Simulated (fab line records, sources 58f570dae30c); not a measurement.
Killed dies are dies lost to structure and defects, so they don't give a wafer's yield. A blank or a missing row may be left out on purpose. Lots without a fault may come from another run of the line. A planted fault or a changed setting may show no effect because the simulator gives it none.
fab line records | flow berkeley_cmos170
record lots=5 wafers=15 last_day=10
route steps=331 shown GATE@135 PLDD@145 NLDD@158 SPACER@171
lots that met no fault: from a run of the same line without faults
start_h: hours from the record's first day to the start of the lot's first wafer shown | wait_h: hours since the lot's step before | " the same as in the row above | L1.1+2: a row that stands for several wafers | - no value, or no start given | * or withheld: withheld | < > ~ a bound
route shown NAME@n: a module of which the file shows steps, and the number in the route of the first | usual: mean/standard deviation of fault-free wafers | same: alike in all rows | chamber/n: place in a boat | sites: the reading at each site | _std_site: their standard deviation | _edge_site: outer sites' mean less inner sites' | radius_mm: how far each site lies from the wafer's centre | mask NAME#n: copy n | behind: the tool/chamber that last shaped the wafer | hold: why the lot was held/for how many hours/how that ended | device: the transistor (n, p or np) that didn't switch | end of line: the same wafers' tests at the end of the route | a step without rows: its recipe alone | killed: dies lost to structure and defects at the first sort, not the wafer's yield | map: a wafer's dies, x killed, . not, _ none there
set.NAME: the setting as run; set.NAME@STEP: as run at that earlier step | model.NAME: the simulator's own value behind a step, which no gauge read
lots at some steps of the route; a table a step, a row a wafer
services: from which hour (start_h, from the record's first day; less than 0 if before it) a tool's chamber was out of use, for how many hours, and why
## steps
# step UCB170_GATE_EXPOSE_09
# recipe mask_id=POLY target_cd_nm=350 na=0.5 sigma_outer=0.6 source_shape=conventional dose_mj=21
# columns lot.wafer tool chamber start_h wait_h mask
L078.2+4+6 krf_scanner-01 0 147.96 - POLY#0
L081.1+2+5 krf_scanner-02 0 164.81 - POLY#0
L085.1+2+3 krf_scanner-02 0 188.47 - POLY#0
L092.2+3+4 krf_scanner-02 0 211.81 - POLY#0
L093.3+5+6 krf_scanner-01 0 212.19 - POLY#0
# step UCB170_GATE_PEB_10
# recipe peb_temp_c=130 peb_time_s=withheld resist=KrF
# columns lot.wafer tool chamber start_h wait_h
L078.2+4+6 litho_track-01 0 148.22 0.2
L081.1+2+5 litho_track-01 0 164.97 0.1
L085.1+2+3 litho_track-02 0 188.58 0.1
L092.2+3+4 litho_track-02 0 212.40 0.6
L093.3+5+6 litho_track-01 0 212.47 0.3
# step UCB170_GATE_DEVELOP_11
# recipe developer=TMAH develop_time_s=45 resist=KrF dev_temp_c=21
# same develop_time_s=45
# columns lot.wafer tool chamber start_h wait_h
L078.2+4+6 litho_track-01 0 - -
L081.1+2+5 litho_track-01 0 - -
L085.1+2+3 litho_track-02 0 - -
L092.2+3+4 litho_track-02 0 - -
L093.3+5+6 litho_track-01 0 - -
# step UCB170_GATE_CD_MEAS_12
# recipe target_cd_nm=350
# usual cd_nm=349.8/1.7
# columns lot.wafer tool chamber start_h wait_h cd_nm
L078.2 cd_sem-01 - 148.49 - 350.4
L078.4 " - " " 350.1
L078.6 " - " " 349.4
L081.1 cd_sem-01 - 165.25 - 351.0
L081.2 " - " " 350.3
L081.5 " - " " 350.7
L085.1 cd_sem-02 - 188.86 - 351.1
L085.2 " - " " 351.3
L085.3 " - " " 352.2
L092.2 cd_sem-02 - 212.67 - 353.1
L092.3 " - " " 352.1
L092.4 " - " " 352.7
L093.3 cd_sem-02 - 213.05 - 351.0
L093.5 " - " " 351.2
L093.6 " - " " 350.0
# step UCB170_GATE_OVL_MEAS_13
# usual GATE_OVL=-2/5.3
# columns lot.wafer tool chamber start_h wait_h GATE_OVL[nm]
L078.2 overlay-02 - 148.59 0.1 -1
L078.4 " - " " -5
L078.6 " - " " -2
L081.1 overlay-02 - 165.37 0.1 -5
L081.2 " - " " 2
L081.5 " - " " -2
L085.1 overlay-02 - 188.98 0.1 -10
L085.2 " - " " -7
L085.3 " - " " -8
L092.2 overlay-01 - 212.78 0.1 -1
L092.3 " - " " 0
L092.4 " - " " 2
L093.3 overlay-02 - 213.14 0.1 -6
L093.5 " - " " 1
L093.6 " - " " -8
# step UCB170_GATE_ETCH_14
# recipe chemistry=N2/H2 target_depth_a=withheld overetch_a=withheld target=BARC time_s=withheld source_w=500 bias_w=100 pressure_mtorr=30 n2_flow_sccm=100 h2_flow_sccm=200
# usual drypump_motor_current_A=5.41/0.29 oes_product_au=0.995/0.017 throttle_valve_pct=13.34/0.16
# columns lot.wafer tool chamber start_h wait_h drypump_motor_current_A oes_product_au throttle_valve_pct
L078.2 rie_diel-02 3 148.62 0.0 5.13 0.978 13.11
L078.4 " 0 " " 5.39 1.012 13.27
L078.6 " 0 " " 5.39 1.000 13.28
L081.1 rie_diel-02 0 165.41 0.0 5.43 0.997 13.27
L081.2 " 3 " " 5.10 0.968 13.11
L081.5 " 3 " " 5.09 0.970 13.11
L085.1 rie_diel-02 0 189.01 0.0 5.40 1.000 13.27
L085.2 " 3 " " 5.08 0.973 13.14
L085.3 " 2 " " 5.17 1.019 13.44
L092.2 rie_diel-04 0 212.81 0.0 5.40 1.013 13.43
L092.3 " 1 " " 5.56 1.016 13.56
L092.4 " 1 " " 5.56 1.003 13.57
L093.3 rie_diel-01 3 213.17 0.0 5.55 1.001 13.52
L093.5 " 1 " " 5.26 1.025 13.38
L093.6 " 2 " " 5.76 1.018 13.21
# step UCB170_GATE_ETCH_15
# recipe chemistry=HBr/Cl2 target=poly-Si stop_on=SiO2 over_etch_frac=0.3 icp_w=300 bias_w=150 time_s=56.3 pressure_mtorr=15 HBr_flow_sccm=150 Cl2_flow_sccm=50 target_depth_a=2782
# usual HBr_flow_sccm=150.0/0.48 drypump_motor_current_A=5.7/0.47 oes_product_au=0.828/0.015 throttle_valve_pct=26.37/0.25
# columns lot.wafer tool chamber start_h wait_h HBr_flow_sccm drypump_motor_current_A oes_product_au rf_hours_counter_h throttle_valve_pct
L078.2 rie_si-01 2 148.67 - 150.1 5.7 0.847 87 26.44
L078.4 " 3 " " 150.3 5.7 0.811 37 26.06
L078.6 " 3 " " 151.1 5.7 0.825 - 26.05
L081.1 rie_si-01 0 165.45 - 151.0 6.1 0.827 20 26.61
L081.2 " 1 " " 150.4 4.9 0.836 47 25.94
L081.5 " 0 " " 150.4 6.2 0.827 - 26.59
L085.1 rie_si-02 1 189.06 - 148.8 6.0 0.830 37 26.75
L085.2 " 0 " " 149.6 5.8 0.805 0 26.18
L085.3 " 2 " " 149.7 5.0 0.814 2 26.43
L092.2 rie_si-01 2 212.85 - 150.1 5.7 0.850 87 26.45
L092.3 " 3 " " 149.7 5.6 0.804 38 26.04
L092.4 " 0 " " 149.9 6.2 0.820 20 26.59
L093.3 rie_si-01 2 213.21 - 149.7 5.7 0.864 87 26.45
L093.5 " 2 " " 149.0 5.7 0.860 - 26.43
L093.6 " 3 " " 150.1 5.6 0.826 - 26.05
# step UCB170_GATE_STRIP_16
# recipe chemistry=O2 power_w=400 pressure_mtorr=3500 platen_temp_c=withheld o2_flow_sccm=400 overash_fraction=0.5
# usual drypump_motor_current_A=5.91/0.22 oes_product_au=0.724/0.0042
# columns lot.wafer tool chamber start_h wait_h drypump_motor_current_A oes_product_au rf_hours_counter_h
L078.2 plasma_asher-02 0 148.71 0.0 5.99 0.721 1
L078.4 " 1 " " 5.61 0.724 -
L078.6 " 0 " " 5.99 0.722 -
L081.1 plasma_asher-02 0 165.50 0.0 6.02 0.722 3
L081.2 " 1 " " 5.61 0.723 3
L081.5 " 1 " " 5.61 0.719 -
L085.1 plasma_asher-04 1 189.10 0.0 5.65 0.727 50
L085.2 " 0 " " 5.87 0.726 50
L085.3 " 0 " " 5.84 0.726 -
L092.2 plasma_asher-04 1 212.90 0.0 5.67 0.731 53
L092.3 " 1 " " 5.68 0.722 -
L092.4 " 0 " " 5.84 0.722 -
L093.3 plasma_asher-01 0 213.29 0.1 5.99 0.723 -
L093.5 " 1 " " 6.21 0.732 -
L093.6 " 0 " " 6.02 0.724 -
# step UCB170_GATE_CD_MEAS_90
# recipe target_cd_nm=350
# usual cd_nm=349.9/1.7
# columns lot.wafer tool chamber start_h wait_h cd_nm
L078.2 cd_sem-02 - 148.83 0.1 350.4
L078.4 " - " " 350.2
L078.6 " - " " 349.9
L081.1 cd_sem-02 - 165.60 0.1 351.8
L081.2 " - " " 350.5
L081.5 " - " " 350.7
L085.1 cd_sem-01 - 189.20 0.1 350.9
L085.2 " - " " 351.1
L085.3 " - " " 352.3
L092.2 cd_sem-02 - 213.51 0.6 352.1
L092.3 " - " " 352.4
L092.4 " - " " 352.2
L093.3 cd_sem-02 - 213.89 0.6 350.8
L093.5 " - " " 351.7
L093.6 " - " " 350.5
# step UCB170_GATE_CLEAN_17
# recipe chemistry=SPM temp_c=120 time_s=600
# usual bath_guard_temp_C=120.1/0.39 bath_heat_duty_pct=12.9/1.2
# columns lot.wafer tool chamber start_h wait_h bath_guard_temp_C bath_heat_duty_pct
L078.2 wet_bench-04 0 148.93 0.1 120.3 12.8
L078.4 " 0 " " 120.4 12.3
L078.6 " 0 " " 120.1 13.3
L081.1 wet_bench-04 3 165.72 0.1 119.5 15.1
L081.2 " 3 " " 120.0 13.9
L081.5 " 3 " " 120.1 15.6
L085.1 wet_bench-04 3 189.32 0.1 119.7 14.7
L085.2 " 3 " " 119.9 15.2
L085.3 " 3 " " 119.7 15.5
L092.2 wet_bench-02 2 213.61 0.1 118.9 13.9
L092.3 " 2 " " 119.0 15.4
L092.4 " 2 " " 119.2 13.5
L093.3 wet_bench-04 1 213.97 0.1 120.6 12.9
L093.5 " 1 " " 120.4 13.6
L093.6 " 1 " " 120.5 12.7
# step UCB170_PLDD_HMDS_00
# recipe prime_time_s=60 prime_temp_c=100
# columns lot.wafer tool chamber start_h wait_h
L078.2+4+6 litho_track-03 0 149.13 0.0
L081.1+2+5 litho_track-03 0 165.91 0.0
L085.1+2+3 litho_track-01 0 189.50 0.0
L092.2+3+4 litho_track-03 0 213.83 0.0
L093.3+5+6 litho_track-01 0 214.20 0.1
# step UCB170_PLDD_COAT_01
# recipe resist=KrF spin_rpm=1500 resist_thk_nm=900
# columns lot.wafer tool chamber start_h wait_h
L078.2+4+6 litho_track-03 0 149.28 0.1
L081.1+2+5 litho_track-03 0 166.06 0.1
L085.1+2+3 litho_track-01 0 189.65 0.1
L092.2+3+4 litho_track-03 0 213.98 0.1
L093.3+5+6 litho_track-01 0 214.35 0.1
# step UCB170_PLDD_SOFTBAKE_02
# recipe resist=KrF temp_c=129.1 time_s=60
# columns lot.wafer tool chamber start_h wait_h
L078.2+4+6 litho_track-03 0 149.43 0.1
L081.1+2+5 litho_track-03 0 166.21 0.1
L085.1+2+3 litho_track-01 0 189.80 0.1
L092.2+3+4 litho_track-03 0 214.13 0.1
L093.3+5+6 litho_track-01 0 214.50 0.1
# step UCB170_PLDD_EXPOSE_03
# recipe mask_id=PSELECT na=0.5 sigma_outer=0.6 source_shape=conventional target_cd_nm=1200 dose_mj=30
# columns lot.wafer tool chamber start_h wait_h mask
L078.2+4+6 krf_scanner-01 0 149.70 0.2 PSELECT#0
L081.1+2+5 krf_scanner-02 0 166.48 0.2 PSELECT#0
L085.1+2+3 krf_scanner-01 0 190.07 0.2 PSELECT#0
L092.2+3+4 krf_scanner-02 0 214.40 0.2 PSELECT#0
L093.3+5+6 krf_scanner-02 0 214.90 0.4 PSELECT#0
# step UCB170_PLDD_PEB_04
# recipe peb_temp_c=130 peb_time_s=withheld resist=KrF
# columns lot.wafer tool chamber start_h wait_h
L078.2+4+6 litho_track-03 0 149.83 0.1
L081.1+2+5 litho_track-04 0 166.77 0.3
L085.1+2+3 litho_track-01 0 190.19 0.1
L092.2+3+4 litho_track-03 0 214.52 0.1
L093.3+5+6 litho_track-01 0 215.03 0.1
# step UCB170_PLDD_DEVELOP_05
# recipe developer=TMAH develop_time_s=45 resist=KrF dev_temp_c=21
# same develop_time_s=45
# columns lot.wafer tool chamber start_h wait_h
L078.2+4+6 litho_track-03 0 - -
L081.1+2+5 litho_track-04 0 - -
L085.1+2+3 litho_track-01 0 - -
L092.2+3+4 litho_track-03 0 - -
L093.3+5+6 litho_track-01 0 - -
# step UCB170_PLDD_CD_MEAS_06
# recipe target_cd_nm=1200
# usual cd_nm=1199.8/1.6
# columns lot.wafer tool chamber start_h wait_h cd_nm
L078.2 cd_sem-02 - 150.10 - 1201.0
L078.4 " - " " 1201.8
L078.6 " - " " 1201.6
L081.1 cd_sem-02 - 167.04 - 1202.0
L081.2 " - " " 1199.7
L081.5 " - " " 1199.8
L085.1 cd_sem-02 - 190.46 - 1199.5
L085.2 " - " " 1201.3
L085.3 " - " " 1199.4
L092.2 cd_sem-02 - 214.79 - 1201.9
L092.3 " - " " 1201.7
L092.4 " - " " 1201.7
L093.3 cd_sem-02 - 215.29 - 1202.7
L093.5 " - " " 1200.9
L093.6 " - " " 1202.9
# step UCB170_PLDD_OVL_MEAS_07
# usual PLDD_OVL=0/6.3
# columns lot.wafer tool chamber start_h wait_h PLDD_OVL[nm]
L078.2 overlay-02 - 150.20 0.1 0
L078.4 " - " " -8
L078.6 " - " " -4
L081.1 overlay-01 - 167.16 0.1 -3
L081.2 " - " " -6
L081.5 " - " " -1
L085.1 overlay-02 - 190.58 0.1 -8
L085.2 " - " " -1
L085.3 " - " " -8
L092.2 overlay-02 - 214.89 0.1 3
L092.3 " - " " 1
L092.4 " - " " 0
L093.3 overlay-02 - 215.38 0.1 2
L093.5 " - " " -4
L093.6 " - " " -1
# step UCB170_PLDD_IMPLANT_08
# recipe species=BF2 dose_cm2=5e+13 energy_kev=9.817 tilt_deg=7 rotation_deg=0
# usual faraday_current_uA=157/3.2
# same implant_ion_amu=49
# columns lot.wafer tool chamber start_h wait_h faraday_current_uA
L078.2 implanter-02 0 150.26 0.0 164
L078.4 " 0 " " 157
L078.6 " 0 " " 155
L081.1 implanter-03 0 167.20 0.0 157
L081.2 " 0 " " 158
L081.5 " 0 " " 160
L085.1 implanter-03 0 190.62 0.0 156
L085.2 " 0 " " 154
L085.3 " 0 " " 151
L092.2 implanter-02 0 214.95 0.0 153
L092.3 " 0 " " 155
L092.4 " 0 " " 160
L093.3 implanter-03 0 215.46 0.1 160
L093.5 " 0 " " 158
L093.6 " 0 " " 152
# step UCB170_PLDD_IMPLANT_09
# recipe species=BF2 dose_cm2=5e+13 energy_kev=10 tilt_deg=7 rotation_deg=180
# usual faraday_current_uA=158/3.2
# same implant_ion_amu=49
# columns lot.wafer tool chamber start_h wait_h faraday_current_uA
L078.2 implanter-02 0 150.41 0.1 158
L078.4 " 0 " " 163
L078.6 " 0 " " 159
L081.1 implanter-03 0 167.35 0.1 158
L081.2 " 0 " " 162
L081.5 " 0 " " 159
L085.1 implanter-03 0 190.92 0.2 155
L085.2 " 0 " " 155
L085.3 " 0 " " 157
L092.2 implanter-02 0 215.10 0.1 158
L092.3 " 0 " " 157
L092.4 " 0 " " 157
L093.3 implanter-03 0 215.61 0.1 157
L093.5 " 0 " " 159
L093.6 " 0 " " 165
# step UCB170_PLDD_STRIP_10
# recipe chemistry=O2 power_w=400 pressure_mtorr=3500 platen_temp_c=withheld o2_flow_sccm=400 overash_fraction=0.5
# usual drypump_motor_current_A=5.77/0.19 oes_product_au=0.734/0.0044 strip_time_to_endpoint_s=21.65/0.069
# columns lot.wafer tool chamber start_h wait_h drypump_motor_current_A oes_product_au rf_hours_counter_h strip_time_to_endpoint_s
L078.2 plasma_asher-02 0 150.53 0.1 6.00 0.730 2 21.69
L078.4 " 1 " " 5.61 0.731 - 21.70
L078.6 " 0 " " 6.01 0.741 - 21.70
L081.1 plasma_asher-03 0 167.50 0.1 5.49 0.737 35 21.60
L081.2 " 1 " " 6.07 0.743 35 21.66
L081.5 " 0 " " 5.46 0.736 - 21.58
L085.1 plasma_asher-04 1 191.22 0.2 5.65 0.742 51 21.70
L085.2 " 0 " " 5.85 0.735 51 21.64
L085.3 " 1 " " 5.67 0.731 - 21.63
L092.2 plasma_asher-04 1 215.22 0.1 5.67 0.731 53 21.61
L092.3 " 1 " " 5.67 0.739 - 21.68
L092.4 " 0 " " 5.83 0.735 - 21.69
L093.3 plasma_asher-04 0 215.74 0.1 5.84 0.738 - 21.63
L093.5 " 1 " " 5.65 0.728 - 21.72
L093.6 " 0 " " 5.83 0.735 - 21.65
# step UCB170_PLDD_TW_MEAS_11
# usual PLDD_TW=1013/11
# columns lot.wafer tool chamber start_h wait_h PLDD_TW
L078.2 film_metro-04 - 150.64 0.1 1023
L078.4 " - " " 1018
L078.6 " - " " 1025
L081.1 film_metro-01 - 167.60 0.1 1015
L081.2 " - " " 1016
L081.5 " - " " 1018
L085.1 film_metro-04 - 191.32 0.1 1017
L085.2 " - " " 1021
L085.3 " - " " 1023
L092.2 film_metro-01 - 215.33 0.1 1017
L092.3 " - " " 1017
L092.4 " - " " 1019
L093.3 film_metro-02 - 215.83 0.1 993
L093.5 " - " " 990
L093.6 " - " " 996
# step UCB170_PLDD_CLEAN_12
# recipe chemistry=SPM temp_c=120 time_s=600
# usual bath_guard_temp_C=120.1/0.42 bath_heat_duty_pct=13.3/1.3
# columns lot.wafer tool chamber start_h wait_h bath_guard_temp_C bath_heat_duty_pct
L078.2 wet_bench-01 0 150.76 0.1 120.1 13.2
L078.4 " 0 " " 119.8 13.4
L078.6 " 0 " " 120.1 13.1
L081.1 wet_bench-04 1 167.78 0.2 120.5 12.2
L081.2 " 1 " " 120.2 12.3
L081.5 " 1 " " 120.3 12.4
L085.1 wet_bench-04 1 191.56 0.2 120.2 11.6
L085.2 " 1 " " 120.3 11.8
L085.3 " 1 " " 120.5 12.3
L092.2 wet_bench-04 0 215.38 0.0 120.4 12.6
L092.3 " 0 " " 120.2 11.5
L092.4 " 0 " " 120.3 12.0
L093.3 wet_bench-04 2 215.87 0.0 120.0 13.5
L093.5 " 2 " " 119.8 14.2
L093.6 " 2 " " 120.0 14.9
# step UCB170_NLDD_HMDS_00
# recipe prime_time_s=60 prime_temp_c=100
# columns lot.wafer tool chamber start_h wait_h
L078.2+4+6 litho_track-01 0 151.17 0.2
L081.1+2+5 litho_track-02 0 168.20 0.2
L085.1+2+3 litho_track-03 0 192.17 0.4
L092.2+3+4 litho_track-02 0 215.58 0.0
L093.3+5+6 litho_track-02 0 216.33 0.3
# step UCB170_NLDD_COAT_01
# recipe resist=KrF spin_rpm=1500 resist_thk_nm=900
# columns lot.wafer tool chamber start_h wait_h
L078.2+4+6 litho_track-01 0 151.32 0.1
L081.1+2+5 litho_track-02 0 168.35 0.1
L085.1+2+3 litho_track-03 0 192.32 0.1
L092.2+3+4 litho_track-02 0 215.73 0.1
L093.3+5+6 litho_track-02 0 216.48 0.1
# step UCB170_NLDD_SOFTBAKE_02
# recipe resist=KrF temp_c=130 time_s=60
# columns lot.wafer tool chamber start_h wait_h
L078.2+4+6 litho_track-01 0 151.47 0.1
L081.1+2+5 litho_track-02 0 168.50 0.1
L085.1+2+3 litho_track-03 0 192.47 0.1
L092.2+3+4 litho_track-02 0 215.88 0.1
L093.3+5+6 litho_track-02 0 216.63 0.1
# step UCB170_NLDD_EXPOSE_03
# recipe mask_id=NSELECT na=0.5 sigma_outer=0.6 source_shape=conventional target_cd_nm=1200 dose_mj=30
# columns lot.wafer tool chamber start_h wait_h mask
L078.2+4+6 krf_scanner-02 0 151.61 0.1 NSELECT#0
L081.1+2+5 krf_scanner-01 0 168.77 0.2 NSELECT#0
L085.1+2+3 krf_scanner-01 0 192.75 0.2 NSELECT#0
L092.2+3+4 krf_scanner-02 0 216.03 0.1 NSELECT#0
L093.3+5+6 krf_scanner-02 0 216.90 0.2 NSELECT#0
# step UCB170_NLDD_PEB_04
# recipe peb_temp_c=130 peb_time_s=withheld resist=KrF
# columns lot.wafer tool chamber start_h wait_h
L078.2+4+6 litho_track-03 0 151.73 0.1
L081.1+2+5 litho_track-02 0 169.37 0.6
L085.1+2+3 litho_track-01 0 193.22 0.5
L092.2+3+4 litho_track-03 0 216.36 0.3
L093.3+5+6 litho_track-01 0 217.03 0.1
# step UCB170_NLDD_DEVELOP_05
# recipe developer=TMAH develop_time_s=45 resist=KrF dev_temp_c=21
# same develop_time_s=45
# columns lot.wafer tool chamber start_h wait_h
L078.2+4+6 litho_track-03 0 - -
L081.1+2+5 litho_track-02 0 - -
L085.1+2+3 litho_track-01 0 - -
L092.2+3+4 litho_track-03 0 - -
L093.3+5+6 litho_track-01 0 - -
# step UCB170_NLDD_CD_MEAS_06
# recipe target_cd_nm=1200
# usual cd_nm=1200.1/1.5
# columns lot.wafer tool chamber start_h wait_h cd_nm
L078.2 cd_sem-02 - 152.02 - 1201.9
L078.4 " - " " 1202.9
L078.6 " - " " 1201.6
L081.1 cd_sem-02 - 169.68 - 1198.4
L081.2 " - " " 1198.7
L081.5 " - " " 1197.0
L085.1 cd_sem-01 - 193.49 - 1202.1
L085.2 " - " " 1200.8
L085.3 " - " " 1201.9
L092.2 cd_sem-02 - 216.63 - 1198.2
L092.3 " - " " 1199.9
L092.4 " - " " 1199.3
L093.3 cd_sem-01 - 217.29 - 1200.2
L093.5 " - " " 1201.9
L093.6 " - " " 1199.3
# step UCB170_NLDD_OVL_MEAS_07
# usual NLDD_OVL=3/5.7
# columns lot.wafer tool chamber start_h wait_h NLDD_OVL[nm]
L078.2 overlay-02 - 152.13 0.1 6
L078.4 " - " " 2
L078.6 " - " " 1
L081.1 overlay-01 - 169.80 0.1 -1
L081.2 " - " " -3
L081.5 " - " " -6
L085.1 overlay-01 - 193.61 0.1 5
L085.2 " - " " 2
L085.3 " - " " 3
L092.2 overlay-01 - 216.74 0.1 4
L092.3 " - " " 8
L092.4 " - " " 8
L093.3 overlay-01 - 217.38 0.1 10
L093.5 " - " " 6
L093.6 " - " " 13
# step UCB170_NLDD_IMPLANT_08
# recipe species=As dose_cm2=5e+13 energy_kev=30 tilt_deg=7 rotation_deg=0
# usual faraday_current_uA=159/3
# same implant_ion_amu=75
# columns lot.wafer tool chamber start_h wait_h faraday_current_uA
L078.2 implanter-01 0 152.18 0.0 161
L078.4 " 0 " " 157
L078.6 " 0 " " 156
L081.1 implanter-02 0 169.84 0.0 162
L081.2 " 0 " " 163
L081.5 " 0 " " 157
L085.1 implanter-02 0 193.65 0.0 154
L085.2 " 0 " " 163
L085.3 " 0 " " 155
L092.2 implanter-02 0 216.79 0.0 161
L092.3 " 0 " " 158
L092.4 " 0 " " 157
L093.3 implanter-02 0 217.46 0.1 161
L093.5 " 0 " " 159
L093.6 " 0 " " 158
# step UCB170_NLDD_IMPLANT_09
# recipe species=As dose_cm2=5e+13 energy_kev=30 tilt_deg=7 rotation_deg=180
# usual faraday_current_uA=158/3.1
# same implant_ion_amu=75
# columns lot.wafer tool chamber start_h wait_h faraday_current_uA
L078.2 implanter-01 0 152.33 0.1 156
L078.4 " 0 " " 160
L078.6 " 0 " " 161
L081.1 implanter-02 0 169.99 0.1 162
L081.2 " 0 " " 160
L081.5 " 0 " " 160
L085.1 implanter-02 0 193.80 0.1 160
L085.2 " 0 " " 157
L085.3 " 0 " " 158
L092.2 implanter-02 0 216.94 0.1 156
L092.3 " 0 " " 154
L092.4 " 0 " " 159
L093.3 implanter-02 0 217.61 0.1 155
L093.5 " 0 " " 160
L093.6 " 0 " " 159
# step UCB170_NLDD_STRIP_10
# recipe chemistry=O2 power_w=400 pressure_mtorr=3500 platen_temp_c=withheld o2_flow_sccm=400 overash_fraction=0.5
# usual drypump_motor_current_A=5.88/0.24 oes_product_au=0.734/0.0045 strip_time_to_endpoint_s=21.59/0.064
# columns lot.wafer tool chamber start_h wait_h drypump_motor_current_A oes_product_au rf_hours_counter_h strip_time_to_endpoint_s
L078.2 plasma_asher-03 0 152.46 0.1 5.48 0.737 33 21.55
L078.4 " 0 " " 5.46 0.730 - 21.57
L078.6 " 1 " " 6.07 0.737 - 21.58
L081.1 plasma_asher-04 1 170.14 0.1 5.65 0.733 48 21.64
L081.2 " 0 " " 5.84 0.736 48 21.57
L081.5 " 1 " " 5.65 0.733 - 21.66
L085.1 plasma_asher-04 0 193.95 0.1 5.84 0.745 51 21.58
L085.2 " 1 " " 5.67 0.732 51 21.53
L085.3 " 0 " " 5.82 0.732 - 21.51
L092.2 plasma_asher-01 1 217.07 0.1 6.27 0.735 52 21.65
L092.3 " 1 " " 6.27 0.741 - 21.70
L092.4 " 0 " " 6.00 0.727 - 21.62
L093.3 plasma_asher-01 1 217.74 0.1 6.27 0.730 - 21.60
L093.5 " 0 " " 6.01 0.734 - 21.63
L093.6 " 1 " " 6.27 0.736 - 21.61
# step UCB170_NLDD_TW_MEAS_11
# usual NLDD_TW=2227/25
# columns lot.wafer tool chamber start_h wait_h NLDD_TW
L078.2 film_metro-04 - 152.57 0.1 2245
L078.4 " - " " 2253
L078.6 " - " " 2236
L081.1 film_metro-04 - 170.24 0.1 2246
L081.2 " - " " 2242
L081.5 " - " " 2241
L085.1 film_metro-02 - 194.05 0.1 2190
L085.2 " - " " 2200
L085.3 " - " " 2196
L092.2 film_metro-02 - 217.18 0.1 2195
L092.3 " - " " 2189
L092.4 " - " " 2194
L093.3 film_metro-02 - 217.83 0.1 2195
L093.5 " - " " 2196
L093.6 " - " " 2194
# step UCB170_NLDD_CLEAN_12
# recipe chemistry=SPM temp_c=120 time_s=600
# usual bath_guard_temp_C=119.9/0.53 bath_heat_duty_pct=13.3/1.3
# columns lot.wafer tool chamber start_h wait_h bath_guard_temp_C bath_heat_duty_pct
L078.2 wet_bench-04 1 152.77 0.2 120.6 12.4
L078.4 " 1 " " 120.8 10.7
L078.6 " 1 " " 120.6 12.5
L081.1 wet_bench-04 1 170.30 0.1 120.8 11.9
L081.2 " 1 " " 120.5 12.6
L081.5 " 1 " " 120.3 11.1
L085.1 wet_bench-01 1 194.11 0.1 118.9 12.3
L085.2 " 1 " " 119.1 11.5
L085.3 " 1 " " 118.7 12.7
L092.2 wet_bench-04 2 217.23 0.0 120.5 13.1
L092.3 " 2 " " 120.0 13.6
L092.4 " 2 " " 120.4 12.9
L093.3 wet_bench-04 2 217.94 0.1 119.9 14.6
L093.5 " 2 " " 120.3 13.9
L093.6 " 2 " " 120.1 13.7
# step UCB170_SPACER_CVD_00
# recipe material=SiO2 target_thk_nm=376 temp_c=390 precursor=TEOS/O2 time_s=47 rf_w=550 pressure_mtorr=9000
# usual heater_power_w=251/46
# columns lot.wafer tool chamber start_h wait_h heater_power_w
L078.2 pecvd-04 2 152.94 0.0 258
L078.4 " 1 " " 203
L078.6 " 2 " " 262
L081.1 pecvd-01 0 170.47 0.0 282
L081.2 " 2 " " 357
L081.5 " 0 " " 285
L085.1 pecvd-01 2 194.28 0.0 264
L085.2 " 0 " " 262
L085.3 " 1 " " 246
L092.2 pecvd-04 0 217.40 0.0 263
L092.3 " 2 " " 209
L092.4 " 1 " " 196
L093.3 pecvd-01 1 218.12 0.0 262
L093.5 " 1 " " 272
L093.6 " 0 " " 272
# step UCB170_SPACER_THK_MEAS_01
# recipe reads=SiO2_of_SPACER_CVD_00
# usual SPACER_TEOS_THK=377/4.5
# columns lot.wafer tool chamber start_h wait_h SPACER_TEOS_THK[nm]
L078.2 film_metro-02 - 153.00 0.0 375
L078.4 " - " " 379
L078.6 " - " " 383
L081.1 film_metro-04 - 170.52 0.0 373
L081.2 " - " " 373
L081.5 " - " " 380
L085.1 film_metro-03 - 194.32 0.0 375
L085.2 " - " " 371
L085.3 " - " " 372
L092.2 film_metro-02 - 217.46 0.0 376
L092.3 " - " " 372
L092.4 " - " " 376
L093.3 film_metro-03 - 218.18 0.0 370
L093.5 " - " " 378
L093.6 " - " " 372
# step UCB170_SPACER_ANNEAL_02
# recipe temp_c=900 time_s=1800 ambient=N2
# usual tube_center_temp_C_max=902.3/0.39 zone_power_centre_pct=45/3.7 zone_power_load_pct=26.9/0.67
# columns lot.wafer tool chamber start_h wait_h tube_center_temp_C_max zone_power_centre_pct zone_power_load_pct
L078.2 furnace-01 0 154.15 1.1 902.2 41 27.3
L078.4 " 0 " " 902.3 39 27.6
L078.6 " 0 " " 902.5 40 28.2
L081.1 furnace-02 0 172.17 1.6 902.8 45 27.4
L081.2 " 0 " " 902.5 46 27.6
L081.5 " 0 " " 902.7 45 27.4
L085.1 furnace-03 0 195.28 0.9 903.1 48 26.0
L085.2 " 0 " " 902.3 48 26.1
L085.3 " 0 " " 902.5 48 26.3
L092.2 furnace-02 0 220.08 2.6 902.2 45 28.2
L092.3 " 0 " " 902.9 46 28.1
L092.4 " 0 " " 901.6 44 27.9
L093.3 furnace-02 0 220.08 1.9 902.1 45 28.1
L093.5 " 0 " " 901.6 45 27.6
L093.6 " 0 " " 901.8 46 27.3
## services
# columns tool chamber start_h hours kind
krf_scanner-01 - 125.96 0.8 pm
pecvd-01 - 126.95 1.4 repair
krf_scanner-01 - 140.99 1.3 repair
implanter-02 - 144.08 4.7 repair
implanter-03 - 148.21 1.0 repair
rie_si-01 3 158.53 8.7 repair
krf_scanner-01 - 158.84 1.0 pm
furnace-02 - 160.92 3.9 pm
rie_diel-02 1 167.29 9.5 repair
rie_si-02 2 167.54 12.4 repair
krf_scanner-02 - 168.06 1.3 pm
implanter-03 - 175.17 1.5 repair
rie_diel-01 0 175.24 6.2 repair
rie_si-02 3 179.97 - clean
furnace-03 - 182.65 3.1 pm
plasma_asher-03 - 187.87 1.6 repair
krf_scanner-02 - 194.06 0.8 pm
plasma_asher-03 - 194.65 2.0 repair
rie_diel-04 3 198.17 42.6 repair
implanter-01 - 203.05 3.4 pm
krf_scanner-02 - 203.54 4.4 pm
rie_diel-02 3 204.85 1.3 repair
rie_si-02 0 204.91 3.2 repair
krf_scanner-01 - 208.67 1.3 pm
## key
fault none
